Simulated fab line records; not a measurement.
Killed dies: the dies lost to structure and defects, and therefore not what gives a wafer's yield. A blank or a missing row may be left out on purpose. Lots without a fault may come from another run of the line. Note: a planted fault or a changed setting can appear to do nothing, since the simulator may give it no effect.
Split-lot trial	flow berkeley cmos170	on a route of 331 steps: 5 lots, 23 wafers read

THE SPLIT ITSELF
At UCB170_FIELD_OXIDATION_01 (target thk 558.3 nm, ox time 7200 s), the setting temp c was moved away from the recipe's 1000 C on 20 of the 23 wafers read, by -2.4% to +2.7%. The other wafers ran this setting at the recipe's value.

FROM THE SPLIT TO THE READING: what the file shows between them, 9 steps
- UCB170_FIELD_THK_MEAS_02
- UCB170_FIELD_ANNEAL_03: time 1200 s
- UCB170_FIELD_WET_ETCH_04: etches SiO2 in dHF, time 60 s
- UCB170_FIELD_WET_ETCH_05: etches Si3N4 in H3PO4, time 12600 s
- UCB170_FIELD_WET_ETCH_06: etches SiO2 in BOE, time 22 s
- UCB170_FIELD_THK_MEAS_90
- UCB170_PVT_DEVELOP_05: develop time 45 s (also split here: develop time s)
- UCB170_PVT_IMPLANT_07
- UCB170_GATE_WET_ETCH_00: etches SiO2 in dHF, time 200 s

THE READING
Values of FIELD_OXIDE_LEFT_2_THK in nm from UCB170_FIELD_THK_MEAS_91. Typical for fault-free wafers on this fab line: 356 nm, with standard deviation 8.7 nm.

wafer	tool, chamber at the split	temp c as run, C	against the recipe	FIELD_OXIDE_LEFT_2_THK, nm	against lot-mates on the recipe
L076.2	-, -	1027	+2.7%	421	no lot-mate on the recipe
L076.3	-, -	1027	+2.7%	437	no lot-mate on the recipe
L076.4	-, -	1027	+2.7%	434	no lot-mate on the recipe
L076.5	-, -	1027	+2.7%	433	no lot-mate on the recipe
L076.6	-, -	1027	+2.7%	432	no lot-mate on the recipe
L078.1	-, -	976.2	-2.4%	269	no lot-mate on the recipe
L078.2	-, -	976.2	-2.4%	269	no lot-mate on the recipe
L078.3	-, -	976.2	-2.4%	281	no lot-mate on the recipe
L078.4	-, -	976.2	-2.4%	282	no lot-mate on the recipe
L078.6	-, -	976.2	-2.4%	269	no lot-mate on the recipe
L080.1	-, -	976.1	-2.4%	283	no lot-mate on the recipe
L080.2	-, -	976.1	-2.4%	271	no lot-mate on the recipe
L080.4	-, -	976.1	-2.4%	279	no lot-mate on the recipe
L080.5	-, -	976.1	-2.4%	280	no lot-mate on the recipe
L080.6	-, -	976.1	-2.4%	275	no lot-mate on the recipe
L079.3	furnace-02, 0	1000	recipe	359	-
L079.4	furnace-02, 0	1000	recipe	342	-
L079.5	furnace-02, 0	1000	recipe	348	-
L084.2	-, -	1011	+1.1%	402	no lot-mate on the recipe
L084.3	-, -	1011	+1.1%	403	no lot-mate on the recipe
L084.4	-, -	1011	+1.1%	395	no lot-mate on the recipe
L084.5	-, -	1011	+1.1%	402	no lot-mate on the recipe
L084.6	-, -	1011	+1.1%	397	no lot-mate on the recipe

FIT RESULTS
A straight line over all 23 wafers: FIELD_OXIDE_LEFT_2_THK changes by +31.8 nm for each +1% of temp c; r = +0.99; the points scatter about the line by 9 nm.
Too few moved wafers with a lot-mate on the recipe to fit a line net of each lot's own level.

THE WHOLE CHAIN: every reading that the file lists as answering this split, in the file's order
step	what it does	reading	change (the file's fit)	r (the file's)
UCB170_FIELD_OXIDATION_01	target thk 558.3 nm, ox time 7200 s	SiO2_of_FIELD_OXIDATION_01.thk nm (the simulator's own value, which no gauge read)	+31.7 nm for each +1% of the setting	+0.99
UCB170_FIELD_THK_MEAS_02		FIELD_OXIDE_THK	+31.8 for each +1% of the setting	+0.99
UCB170_FIELD_THK_MEAS_90		FIELD_OXIDE_LEFT_1_THK	+31.8 for each +1% of the setting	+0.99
UCB170_FIELD_THK_MEAS_91		FIELD_OXIDE_LEFT_2_THK	+31.7 for each +1% of the setting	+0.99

FILE'S OWN FIT
FIELD_OXIDE_LEFT_2_THK changes by +31.7 nm for each +1% of temp c, r = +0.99.
